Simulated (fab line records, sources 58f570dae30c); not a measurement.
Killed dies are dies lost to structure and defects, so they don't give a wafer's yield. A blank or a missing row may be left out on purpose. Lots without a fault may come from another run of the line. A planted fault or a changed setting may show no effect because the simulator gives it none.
Which tool did it? | flow berkeley_cmos170 | 14 lots, 42 wafers sampled, at 5 steps of a route of 331

WHAT THE GAUGES READ, wafer by wafer
UCB170_M3_THK_MEAS_03: measures by xrf.
lot  | measured     | on            | M3_AL_THK (nm)
L271 | day 9 14:24  | film_metro-03 | 932 914 908
L272 | day 9 15:07  | film_metro-02 | 895 896 910
L274 | day 9 22:04  | film_metro-04 | 934 909 939
L273 | day 9 22:48  | film_metro-04 | 905 903 924
L277 | day 10 09:11 | film_metro-02 | 940 933 921
L278 | day 10 09:56 | film_metro-03 | 916 889 902
L279 | day 10 23:22 | film_metro-03 | 910 887 886
L281 | day 11 08:50 | film_metro-04 | 927 918 930
L282 | day 11 11:59 | film_metro-04 | 920 911 928
L286 | day 11 14:02 | film_metro-03 | 900 884 906
L288 | day 12 12:50 | film_metro-02 | 915 926 914
L291 | day 13 09:40 | film_metro-04 | 897 905 900
L293 | day 13 16:31 | film_metro-04 | 910 907 939
L294 | day 14 08:07 | film_metro-03 | 902 885 899

WHICH TOOL RAN EACH LOT (tool, then ch and the chambers of the sampled wafers, then the start)
lot  | UCB170_CONTACT_RTA_08            | UCB170_M2_METAL_ETCH_18           | UCB170_M2_STRIP_19                   | UCB170_M3_SPUTTER_01
L271 | rtp_anneal-01 ch 0, day 8 19:07  | rie_metal-04 ch 0,1, day 9 10:51  | plasma_asher-01 ch 0,1, day 9 11:01  | pvd_sputter-04, day 9 14:11
L272 | rtp_anneal-01 ch 0, day 8 20:00  | rie_metal-03 ch 0,1, day 9 11:32  | plasma_asher-04 ch 0,1, day 9 11:44  | pvd_sputter-02, day 9 14:55
L274 | rtp_anneal-02 ch 0, day 9 04:32  | rie_metal-01 ch 0, day 9 18:56    | plasma_asher-01 ch 0,1, day 9 19:07  | pvd_sputter-04, day 9 21:52
L273 | rtp_anneal-01 ch 0, day 9 04:44  | rie_metal-04 ch 0,1, day 9 19:10  | plasma_asher-04 ch 0,1, day 9 19:21  | pvd_sputter-02, day 9 22:25
L277 | rtp_anneal-01 ch 0, day 9 17:13  | rie_metal-01 ch 0,1, day 10 05:19 | plasma_asher-03 ch 1, day 10 05:31   | pvd_sputter-04, day 10 08:58
L278 | rtp_anneal-02 ch 0, day 9 17:13  | rie_metal-04 ch 0,1, day 10 06:18 | plasma_asher-01 ch 0,1, day 10 06:29 | pvd_sputter-01, day 10 09:43
L279 | rtp_anneal-02 ch 0, day 10 09:20 | rie_metal-01 ch 0,1, day 10 20:05 | plasma_asher-01 ch 0,1, day 10 20:17 | pvd_sputter-02, day 10 23:10
L281 | rtp_anneal-01 ch 0, day 10 09:32 | rie_metal-04 ch 0,1, day 11 05:42 | plasma_asher-03 ch 0,1, day 11 05:52 | pvd_sputter-02, day 11 08:37
L282 | rtp_anneal-02 ch 0, day 10 21:11 | rie_metal-03 ch 0,1, day 11 08:32 | plasma_asher-01 ch 0,1, day 11 08:43 | pvd_sputter-02, day 11 11:47
L286 | rtp_anneal-02 ch 0, day 10 22:26 | rie_metal-01 ch 1, day 11 10:22   | plasma_asher-04 ch 0,1, day 11 10:44 | pvd_sputter-01, day 11 13:50
L288 | rtp_anneal-01 ch 0, day 11 23:49 | rie_metal-04 ch 0,1, day 12 09:42 | plasma_asher-03 ch 0,1, day 12 09:53 | pvd_sputter-02, day 12 12:38
L291 | rtp_anneal-01 ch 0, day 12 13:53 | rie_metal-04 ch 0,1, day 13 05:32 | plasma_asher-04 ch 0,1, day 13 05:43 | pvd_sputter-02, day 13 09:28
L293 | rtp_anneal-02 ch 0, day 13 00:07 | rie_metal-01 ch 0,1, day 13 11:41 | plasma_asher-01 ch 0,1, day 13 11:50 | pvd_sputter-01, day 13 16:17
L294 | rtp_anneal-02 ch 0, day 13 14:16 | rie_metal-01 ch 0,1, day 14 04:58 | plasma_asher-01 ch 0,1, day 14 05:10 | pvd_sputter-01, day 14 07:54
- UCB170_CONTACT_RTA_08: time 10 s.
- UCB170_M2_METAL_ETCH_18: etches Al in Cl2/BCl3, stops on SiO2, target depth 1170 nm, time 195 s.
- UCB170_M2_STRIP_19: strips in O2.
- UCB170_M3_SPUTTER_01: material Al, target thk 900 nm, time 120 s.

WHAT THE TOOLS THEMSELVES READ (means of the sampled wafers that have a number; where no wafer has one, the mark that the record gives instead)
UCB170_CONTACT_RTA_08.
lot  | tool          | lamp_power_pct (%) | wafer_temp_C_max
L271 | rtp_anneal-01 | 25.5               | 907.8
L272 | rtp_anneal-01 | 25.6               | 907.4
L274 | rtp_anneal-02 | 30.4               | 903.9
L273 | rtp_anneal-01 | 25.5               | 906.7
L277 | rtp_anneal-01 | 25.5               | 906.9
L278 | rtp_anneal-02 | 30.4               | 904.5
L279 | rtp_anneal-02 | 30.4               | 904.2
L281 | rtp_anneal-01 | 25.5               | 906.7
L282 | rtp_anneal-02 | 30.4               | 904.1
L286 | rtp_anneal-02 | 30.4               | 903.7
L288 | rtp_anneal-01 | 25.5               | 907.8
L291 | rtp_anneal-01 | 25.5               | 907.1
L293 | rtp_anneal-02 | 30.4               | 904.3
L294 | rtp_anneal-02 | 30.4               | 903.7

UCB170_M2_METAL_ETCH_18.
lot  | tool         | drypump_motor_current_A (A) | oes_product_au (a.u.) | run_length_s (s) | throttle_valve_pct (%)
L271 | rie_metal-04 | 5.7                         | 0.836                 | 223.5            | 24.0
L272 | rie_metal-03 | 6.2                         | 0.875                 | 223.5            | 24.6
L274 | rie_metal-01 | 5.7                         | 0.859                 | 223.3            | 24.6
L273 | rie_metal-04 | 5.7                         | 0.834                 | 223.4            | 24.0
L277 | rie_metal-01 | 5.8                         | 0.856                 | 223.6            | 24.5
L278 | rie_metal-04 | 5.7                         | 0.843                 | 223.6            | 24.0
L279 | rie_metal-01 | 5.9                         | 0.844                 | 223.6            | 24.2
L281 | rie_metal-04 | 5.7                         | 0.843                 | 223.4            | 24.0
L282 | rie_metal-03 | 6.2                         | 0.870                 | 223.5            | 24.6
L286 | rie_metal-01 | 6.0                         | 0.845                 | 224.0            | 24.0
L288 | rie_metal-04 | 5.6                         | 0.868                 | 218.1            | 24.0
L291 | rie_metal-04 | 5.7                         | 0.900                 | 212.8            | 24.0
L293 | rie_metal-01 | 5.9                         | 0.854                 | 223.7            | 24.3
L294 | rie_metal-01 | 5.9                         | 0.853                 | 223.6            | 24.3

UCB170_M2_STRIP_19.
lot  | tool            | drypump_motor_current_A (A) | oes_product_au (a.u.)
L271 | plasma_asher-01 | 5.82                        | 0.520
L272 | plasma_asher-04 | 6.20                        | 0.567
L274 | plasma_asher-01 | 5.68                        | 0.535
L273 | plasma_asher-04 | 6.06                        | 0.521
L277 | plasma_asher-03 | 5.55                        | 0.547
L278 | plasma_asher-01 | 5.83                        | 0.545
L279 | plasma_asher-01 | 5.68                        | 0.538
L281 | plasma_asher-03 | 5.70                        | 0.536
L282 | plasma_asher-01 | 5.83                        | 0.570
L286 | plasma_asher-04 | 6.18                        | 0.545
L288 | plasma_asher-03 | 5.64                        | 0.560
L291 | plasma_asher-04 | 6.09                        | 0.586
L293 | plasma_asher-01 | 5.67                        | 0.541
L294 | plasma_asher-01 | 5.68                        | 0.548

UCB170_M3_SPUTTER_01.
lot  | tool           | throttle_valve_pct (%)
L271 | pvd_sputter-04 | 30.1
L272 | pvd_sputter-02 | 29.0
L274 | pvd_sputter-04 | 30.3
L273 | pvd_sputter-02 | 28.2
L277 | pvd_sputter-04 | 29.9
L278 | pvd_sputter-01 | 30.5
L279 | pvd_sputter-02 | 29.2
L281 | pvd_sputter-02 | 28.8
L282 | pvd_sputter-02 | 29.3
L286 | pvd_sputter-01 | 31.1
L288 | pvd_sputter-02 | 29.7
L291 | pvd_sputter-02 | 28.3
L293 | pvd_sputter-01 | 30.2
L294 | pvd_sputter-01 | 30.2

THE ANSWER, worked out from the rows above alone
Rule: what is usual is taken from the lots themselves. Put in order of their means at a reading, lots are off if they are a third of the lots or fewer, leave a main group of 4 or more, and stand apart from it by a gap of 3 or more times the standard deviation of the main group's means; of several such gaps the widest counts. A main group whose means are all the same, to the digits that the tables above print for the reading, isn't used. A lot without any number at a reading at which 4 lots or more have one is off too. The other lots that the step has rows for count as sound. The gauges are gone through in route order, then the tools' own readings, and for those a lot's mean is taken as printed above. The first step at which some lot is off is used, and at that step the reading that is off furthest; a lot without a number counts as furthest.
Off: L288, L291, at UCB170_M2_METAL_ETCH_18 (run_length_s). The main group: mean 223.6 s, standard deviation 0.17.
A tool fits if, at that step or a process step before it, it ran every lot that is off, and no sound lot after the first of them. Can't be told from this: 2 tools fit, rtp_anneal-01 at UCB170_CONTACT_RTA_08, rie_metal-04 at UCB170_M2_METAL_ETCH_18.

WHAT THE SIMULATOR HAD PUT IN
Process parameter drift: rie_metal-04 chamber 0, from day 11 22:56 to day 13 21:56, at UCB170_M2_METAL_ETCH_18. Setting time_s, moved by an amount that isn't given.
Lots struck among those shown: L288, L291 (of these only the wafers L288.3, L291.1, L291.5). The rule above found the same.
